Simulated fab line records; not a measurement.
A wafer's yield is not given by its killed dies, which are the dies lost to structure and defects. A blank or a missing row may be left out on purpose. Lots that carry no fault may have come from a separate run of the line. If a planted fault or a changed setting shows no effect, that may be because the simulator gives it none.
Which of the tools did it? | flow rit-cmos | 14 lots, 42 wafers sampled, at 2 steps of a route of 202

== WHAT THE GAUGES READ, wafer by wafer ==
RIT_NRETRO_TW_MEAS_10.
lot  | measured    | on            | NRETRO_TW
L869 | day 2 15:19 | film-metro-03 | 1053 1055 1052
L870 | day 2 20:51 | film-metro-02 | 1038 1038 1046
L871 | day 3 02:41 | film-metro-03 | 1051 1049 1046
L875 | day 3 22:35 | film-metro-02 | 1038 1039 1037
L876 | day 4 04:49 | film-metro-02 | 1046 1047 1046
L878 | day 4 15:32 | film-metro-01 | 1025 1026 1028
L879 | day 4 22:47 | film-metro-01 | 1024 1032 1027
L881 | day 5 05:03 | film-metro-01 | 1157 1155 1157
L884 | day 5 18:53 | film-metro-01 | 1147 1146 1149
L886 | day 6 05:08 | film-metro-01 | 1032 1035 1029
L887 | day 6 10:11 | film-metro-02 | 1048 1047 1044
L888 | day 6 14:44 | film-metro-01 | 1032 1036 1030
L889 | day 6 20:35 | film-metro-03 | 1056 1053 1056
L890 | day 7 00:56 | film-metro-01 | 1031 1036 1033

== TOOL THAT RAN EACH LOT (tool first, then ch and the chambers of the sampled wafers, then the start) ==
lot  | RIT_NRETRO_IMPLANT_08
L869 | implanter-03 ch 0, day 2 15:01
L870 | implanter-02 ch 0, day 2 20:32
L871 | implanter-04 ch 0, day 3 02:22
L875 | implanter-03 ch 0, day 3 22:19
L876 | implanter-03 ch 0, day 4 04:29
L878 | implanter-02 ch 0, day 4 15:13
L879 | implanter-04 ch 0, day 4 22:28
L881 | implanter-03 ch 0, day 5 04:44
L884 | implanter-03 ch 0, day 5 18:34
L886 | implanter-04 ch 0, day 6 04:52
L887 | implanter-02 ch 0, day 6 09:52
L888 | implanter-02 ch 0, day 6 14:26
L889 | implanter-04 ch 0, day 6 20:17
L890 | implanter-02 ch 0, day 7 00:37
- RIT_NRETRO_IMPLANT_08

== WHAT THE TOOLS THEMSELVES READ (means of the sampled wafers that have a number; where no wafer has one, the mark that the record gives instead) ==
RIT_NRETRO_IMPLANT_08.
lot  | tool         | dose-ions-cm2 | faraday-current-uA | tilt-deg (degrees)
L869 | implanter-03 | 9.991e+12     | 31.3               | 7.000
L870 | implanter-02 | 9.992e+12     | 31.4               | 7.033
L871 | implanter-04 | 1.000e+13     | 31.2               | 6.986
L875 | implanter-03 | 1.000e+13     | 31.7               | 6.999
L876 | implanter-03 | 9.992e+12     | 31.8               | 6.989
L878 | implanter-02 | 1.001e+13     | 31.4               | 6.979
L879 | implanter-04 | 9.988e+12     | 31.1               | 7.002
L881 | implanter-03 | 1.444e+13     | 45.3               | 6.995
L884 | implanter-03 | 1.444e+13     | 45.6               | 6.999
L886 | implanter-04 | 1.000e+13     | 32.0               | 7.025
L887 | implanter-02 | 9.990e+12     | 31.4               | 7.020
L888 | implanter-02 | 9.985e+12     | 31.6               | 6.994
L889 | implanter-04 | 1.001e+13     | 31.3               | 6.993
L890 | implanter-02 | 1.000e+13     | 31.5               | 6.983

== THE ANSWER, worked out from the rows above alone ==
Rule: the lots themselves supply what counts as usual. The widest of any qualifying gaps counts: lots, ordered by their means at a reading, are off when they make up no more than a third of the lots, leave a main group of 4 or more, and stand apart from it by 3 or more times the standard deviation of that group's means. A main group is skipped when, at the precision printed for the reading in the tables above, its means are all equal. Also off: a lot with no number at a reading for which 4 or more lots have one. The other lots that the step has rows for count as sound. Order of review: gauges by route order, followed by the tools' own readings, for which a lot's mean as printed above is used. At the first step where some lot is off, the reading lying furthest off is the one used; lots without a number count as furthest.
Off: L881, L884, at RIT_NRETRO_TW_MEAS_10 (NRETRO_TW). The main group has a mean of 1040 with a standard deviation of 9.4.
If a tool, at a process step before that reading, ran all the lots that are off and no sound lot after the first of them, it fits. Not tried: the gauges at RIT_NRETRO_TW_MEAS_10; whatever is off there is also off at RIT_NRETRO_IMPLANT_08, on other tools, and gauge error can't account for it. One fits: implanter-03 at RIT_NRETRO_IMPLANT_08. Its last sound lot is L876 (day 4 04:29), its first lot that is off L881 (day 5 04:44): a fault that began between those two fits.
The tool's own readings at RIT_NRETRO_IMPLANT_08 bear it out: on the lots that are off they differ by more than 5 times the standard deviation of the sound lots' means. dose-ions-cm2 reads 1.444e+13 there against 9.996e+12 on the sound lots; faraday-current-uA reads 45.5 there against 31.5 on the sound lots.

== WHAT HAD BEEN PUT IN BY THE SIMULATOR ==
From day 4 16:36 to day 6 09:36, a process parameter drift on implanter-03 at RIT_NRETRO_IMPLANT_08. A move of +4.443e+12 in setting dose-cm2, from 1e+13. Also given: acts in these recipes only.
Lots struck among those shown: L881, L884. The rule above found the same.
